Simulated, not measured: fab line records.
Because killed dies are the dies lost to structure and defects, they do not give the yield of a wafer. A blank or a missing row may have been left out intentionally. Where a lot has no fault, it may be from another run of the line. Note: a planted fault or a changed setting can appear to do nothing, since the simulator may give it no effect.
Which of the tools did it?    flow rit-cmos    route of 202 steps, sampled at 1 step: 7 lots, 21 wafers

WHAT THE GAUGES READ, wafer by wafer
RIT_PWELL_OVL_MEAS_06.
lot   measured     on          PWELL_OVL (nm)
L849  day 2 08:40  overlay-02  1.1 -0.8 -0.5
L853  day 3 05:18  overlay-01  0.0 -0.8 0.7
L857  day 4 05:43  overlay-02  0.9 1.1 1.0
L859  day 4 10:07  overlay-02  0.1 1.0 0.7
L861  day 4 21:02  overlay-02  -1.9 -1.8 -1.0
L864  day 5 10:48  overlay-02  0.9 2.1 -0.2
L870  day 6 19:01  overlay-02  1.6 2.7 0.4

TOOL THAT RAN EACH LOT (tool first, then ch and the chambers of the sampled wafers, then the start)
The record shows no process step preceding these readings.

THE ANSWER, worked out from the rows above alone
Rule: what is usual is taken from the lots themselves. The widest of any qualifying gaps counts: lots, ordered by their means at a reading, are off when they make up no more than a third of the lots, leave a main group of 4 or more, and stand apart from it by 3 or more times the standard deviation of that group's means. A main group is skipped when, at the precision printed for the reading in the tables above, its means are all equal. A lot without any number at a reading at which 4 lots or more have one is off too. All remaining lots with rows at the step are treated as sound.
Across all readings shown, no lot is off: no conclusion can be drawn from this.

WHAT WAS PUT IN BY THE SIMULATOR
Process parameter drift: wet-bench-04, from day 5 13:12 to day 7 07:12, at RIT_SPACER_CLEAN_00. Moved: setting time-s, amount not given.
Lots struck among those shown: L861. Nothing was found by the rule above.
